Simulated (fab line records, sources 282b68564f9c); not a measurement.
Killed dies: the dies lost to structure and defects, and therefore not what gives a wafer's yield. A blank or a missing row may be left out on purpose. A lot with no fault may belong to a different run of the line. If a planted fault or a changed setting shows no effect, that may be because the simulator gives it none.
Comparing a struck lot with a sound one ; flow rit cmos ; 44 out of 202 route steps
Sound: wafers L179.1, L179.3, L179.4. The struck wafers were L185.1, L185.3, L185.6. The cause is given at the end.
At each step with rows: each side's tool, then ch and its chambers, then its first start. Under that, the readings that differ: sound wafers ; struck wafers ; difference of the means ; sigmas: that difference in standard deviations of wafers without a fault.
alike: same words and numbers on both sides, and readings whose means sit less than 2 such deviations apart. not compared: any withheld reading, any reading some wafer has no value for, any bound like >300 that may hide the same value, and any number with overlapping values for which the record gives no deviation.
A row with sigmas, a row that says differs or no value, or rows on one side alone: a step with any of these is where the two part. Numbers that have no deviation but don't overlap get no sigmas and don't part them. A reading that every wafer of one side lacks parts them only if that side has two wafers or more.

first, 2 steps without rows for these wafers: RIT_NLDD_HARDBAKE_07 (time 60 s); RIT_NLDD_IMPLANT_08.
RIT_NLDD_STRIP_09: strips in O2, time 180 s.
  sound on plasma asher-03 ch 0,1, day 2 19:47; struck on plasma asher-04 ch 0, day 4 05:51
reading;sound;struck;difference;sigmas
drypump motor current A (A);6.07 5.83 6.04;5.47 5.43 5.46;-0.53;-2
  not compared: rf hours counter h
RIT_NLDD_TW_MEAS_10:
  sound on film metro-01 at day 2 19:57; struck on film metro-02 at day 4 06:01
  alike: NLDD_TW
then, 6 steps without rows for these wafers: RIT_PLDD_HMDS_00 (prime time 60 s); RIT_PLDD_COAT_01 (resist thk 1000 nm); RIT_PLDD_SOFTBAKE_02 (time 60 s); RIT_PLDD_EXPOSE_03 (exposes mask M8, target cd 40900 nm); RIT_PLDD_PEB_04; RIT_PLDD_DEVELOP_05 (develop time 51.09 s).
RIT_PLDD_OVL_MEAS_06:
  sound on overlay-01 at day 2 20:59; struck on overlay-02 at day 4 07:03
  alike: PLDD_OVL
then, 1 step without rows for these wafers: RIT_PLDD_HARDBAKE_07 (time 60 s).
RIT_PLDD_IMPLANT_08:
  sound on implanter-02 ch 0, day 2 21:11; struck on implanter-03 ch 0, day 4 07:14
reading;sound;struck;difference;sigmas
dose ions cm2;8.993e+14 8.998e+14 9.002e+14;1.802e+14 1.804e+14 1.813e+14;-7.191e+14;-99 or more
end station pressure torr (Torr);7.3e-06 7e-06 7.3e-06;5.2e-06 5.2e-06 5.3e-06;-2.0e-06;-5
faraday current uA;2869 2787 2893;577 569 576;-2276;-41
RIT_PLDD_STRIP_09: strips in O2, time 180 s.
  sound on plasma asher-02 ch 0,1, day 2 21:20; struck on plasma asher-02 ch 0,1, day 4 07:23
  alike: drypump motor current A
  not compared: rf hours counter h
RIT_PLDD_TW_MEAS_10:
  sound on film metro-02 at day 2 21:31; struck on film metro-01 at day 4 07:34
reading;sound;struck;difference;sigmas
PLDD_TW;2327 2323 2313;1452 1448 1456;-869;-35
then, 4 steps without rows for these wafers: RIT_SPACER_CLEAN_00 (cleans in SC1, time 600 s); RIT_SPACER_CLEAN_01 (cleans in dHF, time 30 s); RIT_SPACER_CLEAN_02 (cleans in SC2, time 600 s); RIT_SPACER_CVD_03 (deposits Si3N4 from SiH2Cl2/NH3, target thk 250 nm, time 3300 s).
RIT_SPACER_THK_MEAS_04:
  sound on film metro-02 at day 2 23:51; struck on film metro-04 at day 4 10:38
  alike: SPACER_NITRIDE_THK
RIT_SPACER_ETCHBACK_05: etches Si3N4 in SF6/CHF3, stops on SiO2, target depth 250 nm, time 240 s.
  sound on rie diel-01 ch 0,1,2, day 2 23:55; struck on rie diel-04 ch 0,1, day 4 10:42
  alike: drypump motor current A, oes product au, throttle valve pct
  not compared: rf hours counter h
then, 6 steps without rows for these wafers: RIT_NSD_HMDS_00 (prime time 60 s); RIT_NSD_COAT_01 (resist thk 989.5 nm); RIT_NSD_SOFTBAKE_02 (time 60 s); RIT_NSD_EXPOSE_03 (exposes mask M9, target cd 40700 nm); RIT_NSD_PEB_04; RIT_NSD_DEVELOP_05 (develop time 50 s).
RIT_NSD_OVL_MEAS_06:
  sound on overlay-01 at day 3 00:55; struck on overlay-01 at day 4 11:42
  alike: NSD_OVL
then, 2 steps without rows for these wafers: RIT_NSD_HARDBAKE_07 (time 60 s); RIT_NSD_IMPLANT_08.
RIT_NSD_STRIP_09: strips in O2, time 180 s.
  sound on plasma asher-01 ch 0,1, day 3 01:15; struck on plasma asher-04 ch 0,1, day 4 12:02
  alike: drypump motor current A
  not compared: rf hours counter h
RIT_NSD_TW_MEAS_10:
  sound on film metro-01 at day 3 01:25; struck on film metro-01 at day 4 12:13
  alike: NSD_TW
then, 6 steps without rows for these wafers: RIT_PSD_HMDS_00 (prime time 60 s); RIT_PSD_COAT_01 (resist thk 1000 nm); RIT_PSD_SOFTBAKE_02 (time 60 s); RIT_PSD_EXPOSE_03 (exposes mask M10, target cd 40900 nm); RIT_PSD_PEB_04; RIT_PSD_DEVELOP_05 (develop time 50 s).
RIT_PSD_OVL_MEAS_06:
  sound on overlay-02 at day 3 02:40; struck on overlay-01 at day 4 13:07
  alike: PSD_OVL
then, 2 steps without rows for these wafers: RIT_PSD_HARDBAKE_07 (time 60 s); RIT_PSD_IMPLANT_08.
RIT_PSD_STRIP_09: strips in O2, time 180 s.
  sound on plasma asher-04 ch 0,1, day 3 03:00; struck on plasma asher-03 ch 0,1, day 4 13:28
  alike: drypump motor current A
  not compared: rf hours counter h
RIT_SDANNEAL_RS_MEAS_06: uses a four-point probe to measure.
  sound on film metro-01 at day 3 03:58; struck on film metro-03 at day 4 14:23
reading;sound;struck;difference;sigmas
PLDD_RS (ohm/sq);179.0 178.8 179.8;602.8 607.6 590.7;+421.2;+99 or more
RIT_M1_PROBE_99:
  sound on prober-02 at day 3 11:23; struck on prober-01 at day 4 21:32
reading;sound;struck;difference;sigmas
killed_at_M0_to_M3;0 0 0;1 0 0;+0;+2
  alike: killed at front end, killed dies, killed on rim, killed open, killed short

## WHERE THEY PART
Last at RIT_M1_PROBE_99 as far as this record goes, first at RIT_NLDD_STRIP_09.

WHY: what the simulator had put in
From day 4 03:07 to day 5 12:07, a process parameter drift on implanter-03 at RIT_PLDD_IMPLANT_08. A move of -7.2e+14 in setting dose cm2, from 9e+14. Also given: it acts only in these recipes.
